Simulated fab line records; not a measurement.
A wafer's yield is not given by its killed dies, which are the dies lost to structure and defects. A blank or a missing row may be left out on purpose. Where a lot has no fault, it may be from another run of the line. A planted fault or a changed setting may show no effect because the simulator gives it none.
One fault seen from 2 desks ; flow berkeley-cmos170 ; what lay behind the numbers comes last; until then each desk has only its own

## FOR THE TOOL OWNER'S DESK: rie-diel-03
The tool's own readings at UCB170_M3_ETCH_17 (etches BARC in N2/H2): means of the sampled wafers that have a number, for each lot that ran on this tool. Marked OUT: a lot whose mean sits more than 4 standard deviations from the usual mean, which makes it out of limits; the brackets give that distance.
Columns: A = bias-w at UCB170_M3_ETCH_17, usual 100.0 W; B = drypump-motor-current-A at UCB170_M3_ETCH_17, usual 5.7 A; C = oes-product-au at UCB170_M3_ETCH_17, usual 1.002 a.u.; D = throttle-valve-pct at UCB170_M3_ETCH_17, usual 13.57 %
lot;first seen here;A;B;C;D
L234;day 9 02:53;100.0;5.8;1.017;13.64
L239;day 10 17:42;100.3;5.9;1.008;13.49
L243;day 11 07:55;99.9;5.9;0.705 (-16) OUT;13.55
L246;day 12 20:17;99.7;5.9;0.690 (-16) OUT;13.56
This desk's verdict: out of limits on L243, L246, starting with L243 at day 11 07:55 (oes-product-au at UCB170_M3_ETCH_17). Within limits: L234, L239.

## THE METROLOGY DESK
What the gauges read for every lot (on any tool): the sampled wafers with a number, averaged. Marked OUT: a lot whose mean sits more than 4 standard deviations from the usual mean, which makes it out of limits; the brackets give that distance.
Columns: A = M2_AL_THK at UCB170_M2_THK_MEAS_03, usual 889 nm; B = cd-nm at UCB170_V2_CD_MEAS_12, usual 700.1 nm
lot;first seen here;A;B
L228;day 7 16:49;909;701.7
L229;day 8 10:04;886;700.6
L230;day 8 10:16;886;700.1
L235;day 8 17:15;895;700.4
L234;day 8 17:21;906;700.1
L233;day 8 17:31;875;699.1
L231;day 8 17:47;892;699.1
L238;day 9 18:57;877;698.1
L236;day 9 19:15;896;703.8
L239;day 10 07:41;900;698.7
L243;day 10 23:32;895;699.6
L250;day 12 11:30;883;701.4
L246;day 12 11:46;885;700.6
L249;day 13 01:13;882;698.3
This desk's finding: nothing out of limits on any of the 14 lots.

## PUT TOGETHER
On L243, L246, at day 11 07:55, an alarm was possible from the tool owner's desk.
At the metrology desk, nothing out of limits was observed.
The metrology desk holds a record of L243, L246, inside its limits.
UCB170_M3_ETCH_17 was run on rie-diel-03 by each of the lots named.

## WHAT WAS PUT IN BY THE SIMULATOR
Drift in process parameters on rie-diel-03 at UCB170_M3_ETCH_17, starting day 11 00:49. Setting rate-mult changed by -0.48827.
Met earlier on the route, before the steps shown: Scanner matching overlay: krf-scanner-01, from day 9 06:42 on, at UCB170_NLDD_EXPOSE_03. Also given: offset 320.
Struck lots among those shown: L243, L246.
Hours from the fault's start to each desk's first reading out of limits: the tool owner's desk, 7.
